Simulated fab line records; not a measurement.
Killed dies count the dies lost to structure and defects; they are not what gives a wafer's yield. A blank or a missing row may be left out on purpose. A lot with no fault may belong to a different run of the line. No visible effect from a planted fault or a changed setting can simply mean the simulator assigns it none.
Which tool was responsible? | flow berkeleyCmos170 | 42 wafers from 14 lots sampled at 5 of the route's 331 steps

== WHAT THE GAUGES SHOWED, per wafer ==
UCB170_CONTACT_THK_MEAS_02.
lot  | measured     | on           | CONTACT_PSG_THK (nm)
L431 | day 8 06:22  | filmMetro-02 | 700 702 702
L432 | day 8 06:23  | filmMetro-01 | 696 696 696
L433 | day 8 06:23  | filmMetro-03 | 695 690 691
L434 | day 9 01:40  | filmMetro-02 | 687 684 685
L436 | day 9 21:39  | filmMetro-01 | 691 697 694
L438 | day 9 22:34  | filmMetro-03 | 692 693 698
L437 | day 9 22:35  | filmMetro-01 | 699 697 694
L440 | day 9 22:37  | filmMetro-03 | 707 702 704
L439 | day 11 07:47 | filmMetro-01 | 691 693 699
L443 | day 11 09:36 | filmMetro-02 | 697 695 701
L447 | day 11 17:11 | filmMetro-03 | 692 699 699
L448 | day 12 00:57 | filmMetro-02 | 700 703 700
L452 | day 12 20:16 | filmMetro-03 | 701 700 693
L450 | day 12 21:37 | filmMetro-02 | 703 708 711

UCB170_V1_THK_MEAS_04.
lot  | measured     | on           | V1_POLISHED_THK (nm)
L431 | day 8 15:31  | filmMetro-04 | 1000.3 1001.0 1000.5
L432 | day 8 15:13  | filmMetro-01 | 1002.1 1002.3 1000.6
L433 | day 8 15:14  | filmMetro-02 | 999.6 1001.6 1001.3
L434 | day 9 08:32  | filmMetro-01 | 1000.7 1001.3 1000.9
L436 | day 10 04:47 | filmMetro-02 | 999.2 999.5 999.5
L438 | day 10 06:07 | filmMetro-02 | 999.6 1001.2 998.8
L437 | day 10 06:08 | filmMetro-01 | 998.3 997.4 999.5
L440 | day 10 07:26 | filmMetro-01 | 1000.4 1000.4 1000.1
L439 | day 11 14:16 | filmMetro-01 | 999.7 999.4 1074.7
L443 | day 11 16:34 | filmMetro-02 | 1000.3 1073.8 1075.0
L447 | day 12 00:16 | filmMetro-04 | 999.1 999.8 998.3
L448 | day 12 08:55 | filmMetro-04 | 1000.6 1001.4 1000.2
L452 | day 13 05:53 | filmMetro-01 | 1000.7 1000.9 1000.3
L450 | day 13 06:09 | filmMetro-04 | 998.8 1000.2 999.7

== EACH LOT AND THE TOOL THAT RAN IT (in order: tool; ch and the chambers of the sampled wafers; start) ==
lot  | UCB170_M1_SPUTTER_00        | UCB170_V1_CVD_00                | UCB170_V1_CMP_02
L431 | pvdSputter-04, day 8 10:41  | pecvd-02 ch 0,1,2, day 8 14:34  | cmp-02 ch 0,1,3, day 8 15:05
L432 | pvdSputter-01, day 8 10:23  | pecvd-03 ch 0,2, day 8 14:34    | cmp-02 ch 0,2,3, day 8 14:53
L433 | pvdSputter-02, day 8 10:29  | pecvd-01 ch 0,2, day 8 14:34    | cmp-01 ch 0,2, day 8 14:47
L434 | pvdSputter-04, day 9 04:25  | pecvd-02 ch 1,2, day 9 07:54    | cmp-02 ch 0,3, day 9 08:07
L436 | pvdSputter-01, day 10 00:50 | pecvd-03 ch 0,1, day 10 04:08   | cmp-01 ch 0,1,3, day 10 04:27
L438 | pvdSputter-04, day 10 01:58 | pecvd-01 ch 0,1, day 10 05:28   | cmp-02 ch 0,1,2, day 10 05:50
L437 | pvdSputter-02, day 10 02:01 | pecvd-02 ch 0,1,2, day 10 05:33 | cmp-01 ch 2,3, day 10 05:41
L440 | pvdSputter-04, day 10 02:17 | pecvd-03 ch 0,2, day 10 06:48   | cmp-01 ch 0,3, day 10 07:01
L439 | pvdSputter-01, day 11 10:19 | pecvd-01 ch 0,1,2, day 11 13:37 | cmp-02 ch 0,1,2, day 11 13:50
L443 | pvdSputter-02, day 11 12:50 | pecvd-03 ch 0,1,2, day 11 15:56 | cmp-02 ch 1,2, day 11 16:09
L447 | pvdSputter-01, day 11 20:39 | pecvd-01 ch 0,1, day 11 23:37   | cmp-01 ch 0,2,3, day 11 23:50
L448 | pvdSputter-04, day 12 05:03 | pecvd-03 ch 0,1, day 12 08:16   | cmp-01 ch 0,1,3, day 12 08:32
L452 | pvdSputter-02, day 13 01:04 | pecvd-03 ch 0,1,2, day 13 05:12 | cmp-01 ch 1,2,3, day 13 05:25
L450 | pvdSputter-04, day 13 01:19 | pecvd-02 ch 0,2, day 13 05:12   | cmp-01 ch 1,3, day 13 05:46
- UCB170_M1_SPUTTER_00: material Al, target thk 600 nm, time 80 s.
- UCB170_V1_CVD_00: deposits SiO2 from TEOS/O2, target thk 2000 nm, time 250 s.
- UCB170_V1_CMP_02: polishes SiO2.

== WHAT THE TOOLS THEMSELVES READ (means of the sampled wafers that have a number; where no wafer has one, the mark that the record gives instead) ==
UCB170_M1_SPUTTER_00.
lot  | tool          | throttleValvePct (%)
L431 | pvdSputter-04 | 30.5
L432 | pvdSputter-01 | 29.9
L433 | pvdSputter-02 | 28.9
L434 | pvdSputter-04 | 29.6
L436 | pvdSputter-01 | 30.0
L438 | pvdSputter-04 | 29.4
L437 | pvdSputter-02 | 30.0
L440 | pvdSputter-04 | 31.5
L439 | pvdSputter-01 | 30.2
L443 | pvdSputter-02 | 29.5
L447 | pvdSputter-01 | 29.9
L448 | pvdSputter-04 | 29.6
L452 | pvdSputter-02 | 29.3
L450 | pvdSputter-04 | 29.9

UCB170_V1_CVD_00.
lot  | tool     | heaterPowerW (W)
L431 | pecvd-02 | 259
L432 | pecvd-03 | 253
L433 | pecvd-01 | 265
L434 | pecvd-02 | 280
L436 | pecvd-03 | 259
L438 | pecvd-01 | 315
L437 | pecvd-02 | 240
L440 | pecvd-03 | 234
L439 | pecvd-01 | 315
L443 | pecvd-03 | 258
L447 | pecvd-01 | 315
L448 | pecvd-03 | 244
L452 | pecvd-03 | 249
L450 | pecvd-02 | 313

UCB170_V1_CMP_02.
lot  | tool   | headPressurePsi (psi) | motorCurrentA (A) | slurryFilterDpKPa (kPa)
L431 | cmp-02 | 5.980                 | 16.5              | 13.45
L432 | cmp-02 | 5.992                 | 16.4              | 13.45
L433 | cmp-01 | 6.010                 | 16.9              | 13.50
L434 | cmp-02 | 6.007                 | 16.3              | 13.42
L436 | cmp-01 | 5.984                 | 14.6              | 13.49
L438 | cmp-02 | 5.987                 | 17.0              | 13.44
L437 | cmp-01 | 6.001                 | 16.2              | 13.51
L440 | cmp-01 | 6.005                 | 14.4              | 13.60
L439 | cmp-02 | 6.009                 | 16.9              | 13.53
L443 | cmp-02 | 5.990                 | 17.1              | 13.43
L447 | cmp-01 | 5.986                 | 15.2              | 13.57
L448 | cmp-01 | 5.997                 | 15.1              | 13.47
L452 | cmp-01 | 5.996                 | 15.6              | 13.51
L450 | cmp-01 | 6.005                 | 13.8              | 13.53

== THE ANSWER, worked out from the rows above alone ==
Rule: usual is defined by the lots themselves. Put in order of their means at a reading, lots are off if they are a third of the lots or fewer, leave a main group of 4 or more, and stand apart from it by a gap of 3 or more times the standard deviation of the main group's means; of several such gaps the widest counts. A main group whose means are all the same, to the digits that the tables above print for the reading, isn't used. Also off: a lot with no number at a reading for which 4 or more lots have one. All remaining lots with rows at the step are treated as sound. The gauges are gone through in route order, then the tools' own readings, and for those a lot's mean is taken as printed above. The first step at which some lot is off is used, and at that step the reading that is off furthest; a lot without a number counts as furthest.
Off: L439, L443, seen at UCB170_V1_THK_MEAS_04 (V1_POLISHED_THK). Main group: mean 1000.2 nm, sd 0.89.
A tool fits if, at a process step before that reading, it ran every lot that is off, and no sound lot after the first of them. The gauges at UCB170_V1_THK_MEAS_04 are tried like those tools. One fits: UCB170_V1_CMP_02 on cmp-02. A fault onset in the window from L438 (day 10 05:50, its last sound lot) to L439 (day 11 13:50, its first lot off) fits.

== WHAT THE SIMULATOR PUT IN ==
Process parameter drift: cmp-02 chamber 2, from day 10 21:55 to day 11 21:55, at UCB170_V1_CMP_02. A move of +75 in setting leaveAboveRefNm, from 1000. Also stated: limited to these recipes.
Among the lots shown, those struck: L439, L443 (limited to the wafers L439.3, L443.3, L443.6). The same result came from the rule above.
